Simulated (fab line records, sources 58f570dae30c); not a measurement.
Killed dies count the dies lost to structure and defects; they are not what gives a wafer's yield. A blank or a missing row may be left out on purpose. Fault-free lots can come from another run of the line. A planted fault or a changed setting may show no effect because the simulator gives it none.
2 desks looking at one fault -- flow berkeley_cmos170 -- every desk sees just its own numbers, and what lay behind them comes last

FOR THE TOOL OWNER'S DESK: litho_track-03
The tool's own readings at UCB170_V2_PEB_10: means of the sampled wafers that have a number, for each lot that ran on this tool. If a lot's mean is further than 4 standard deviations from the usual mean, the lot is out of limits and carries the mark OUT (the distance appears in the brackets).
Columns: A = exhaust_pa at UCB170_V2_PEB_10, usual 45.0 Pa; B = heater_power_total_W at UCB170_V2_PEB_10, usual 56.81 W; C = plate_temp_C at UCB170_V2_PEB_10, usual 130.02 C
lot,first seen here,A,B,C
L419,day 8 01:19,44.5,56.81,129.99
L425,day 9 12:32,44.2,56.48 (-7.2) OUT,129.36 (-4.7) OUT
L427,day 9 12:50,44.9,56.52 (-6.4) OUT,129.56
Finding of this desk: L425, L427 out of limits; the first was L425 at day 9 12:32, on heater_power_total_W at UCB170_V2_PEB_10. L419 stayed within limits.

AT THE METROLOGY DESK
What the gauges read, lot by lot, whatever tool the lot ran on: means of the sampled wafers that have a number. If a lot's mean is further than 4 standard deviations from the usual mean, the lot is out of limits and carries the mark OUT (the distance appears in the brackets).
Columns: A = M1_AL_RS at UCB170_M1_RS_MEAS_01, usual 0.0484 ohm/sq; B = cd_nm at UCB170_V2_CD_MEAS_12, usual 700.6 nm
lot,first seen here,A,B
L421,day 7 08:20,0.0482,702.3
L418,day 7 08:38,0.0481,699.3
L420,day 7 10:02,0.0483,704.1
L419,day 7 10:16,0.0476,697.9
L425,day 8 22:55,0.0478,695.0
L427,day 8 23:19,0.0492,697.3
L431,day 10 01:53,0.0492,699.8
L433,day 10 04:58,0.0488,699.9
L436,day 10 15:57,0.0481,697.5
L440,day 11 16:08,0.0493,701.4
L439,day 11 16:53,0.0482,700.4
L441,day 12 05:58,0.0482,701.5
This desk's finding: nothing out of limits on any of the 12 lots.

ALL TOGETHER
The tool owner's desk had the chance to raise an alarm at day 9 12:32 on L425, L427.
At the metrology desk, nothing out of limits was observed.
The metrology desk holds a record of L425, L427, inside its limits.
Of the lots named, all ran UCB170_V2_PEB_10 on litho_track-03.

WHAT HAD BEEN PUT IN BY THE SIMULATOR
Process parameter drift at UCB170_V2_PEB_10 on litho_track-03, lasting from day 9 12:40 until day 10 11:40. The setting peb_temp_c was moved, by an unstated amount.
Struck lots among those shown: L425, L427.
